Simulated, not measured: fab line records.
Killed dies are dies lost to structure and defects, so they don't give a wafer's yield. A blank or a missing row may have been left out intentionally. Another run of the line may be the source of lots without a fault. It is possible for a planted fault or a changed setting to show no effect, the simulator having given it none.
Which tool was responsible? || flow rit_cmos || Sampling: 7 lots, 21 wafers, 2 of 202 route steps

WHAT THE GAUGES SHOWED, per wafer
RIT_PWELL_TW_MEAS_10.
{"lot": "L408", "measured": "day 2 10:55", "on": "film_metro-04", "PWELL_TW": "944 936 945"}
{"lot": "L410", "measured": "day 2 19:42", "on": "film_metro-04", "PWELL_TW": "933 931 937"}
{"lot": "L412", "measured": "day 3 05:33", "on": "film_metro-01", "PWELL_TW": "967 966 966"}
{"lot": "L416", "measured": "day 4 01:04", "on": "film_metro-02", "PWELL_TW": "938 943 941"}
{"lot": "L419", "measured": "day 4 16:34", "on": "film_metro-01", "PWELL_TW": "963 962 963"}
{"lot": "L423", "measured": "day 5 13:31", "on": "film_metro-04", "PWELL_TW": "1981 1993 1989"}
{"lot": "L427", "measured": "day 6 10:01", "on": "film_metro-01", "PWELL_TW": "2046 2039 2034"}

WHICH TOOL RAN EACH LOT (tool, then ch and the chambers of the sampled wafers, then the start)
{"lot": "L408", "RIT_NWELL_COAT_01": "litho_track-04 ch 0, day 2 06:13"}
{"lot": "L410", "RIT_NWELL_COAT_01": "litho_track-01 ch 0, day 2 16:33"}
{"lot": "L412", "RIT_NWELL_COAT_01": "litho_track-01 ch 0, day 3 02:40"}
{"lot": "L416", "RIT_NWELL_COAT_01": "litho_track-02 ch 0, day 3 22:01"}
{"lot": "L419", "RIT_NWELL_COAT_01": "litho_track-01 ch 0, day 4 13:33"}
{"lot": "L423", "RIT_NWELL_COAT_01": "litho_track-04 ch 0, day 5 10:24"}
{"lot": "L427", "RIT_NWELL_COAT_01": "litho_track-04 ch 0, day 6 07:02"}
- RIT_NWELL_COAT_01: resist thk 1300 nm.

THE ANSWER, worked out from the rows above alone
Rule: what is usual is taken from the lots themselves. The widest of any qualifying gaps counts: lots, ordered by their means at a reading, are off when they make up no more than a third of the lots, leave a main group of 4 or more, and stand apart from it by 3 or more times the standard deviation of that group's means. The tables above print the reading to a certain number of digits; a main group whose means all agree to those digits is not used. Also off: a lot with no number at a reading for which 4 or more lots have one. All remaining lots with rows at the step are treated as sound.
Off: at RIT_PWELL_TW_MEAS_10 (PWELL_TW), L423, L427. For the main group the mean is 949 and the standard deviation 13.
A tool fits if, at a process step before that reading, it ran every lot that is off, and no sound lot after the first of them. The gauges at RIT_PWELL_TW_MEAS_10 are tried like those tools. One fits: litho_track-04 at RIT_NWELL_COAT_01. Its last sound lot is L408 (day 2 06:13), its first lot that is off L423 (day 5 10:24): a fault that began between those two fits.

WHAT THE SIMULATOR HAD PUT IN
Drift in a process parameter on litho_track-04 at RIT_NWELL_COAT_01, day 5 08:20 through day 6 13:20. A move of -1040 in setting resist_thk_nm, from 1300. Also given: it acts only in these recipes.
Shown lots that were struck: L423, L427. The rule given above showed the same thing.
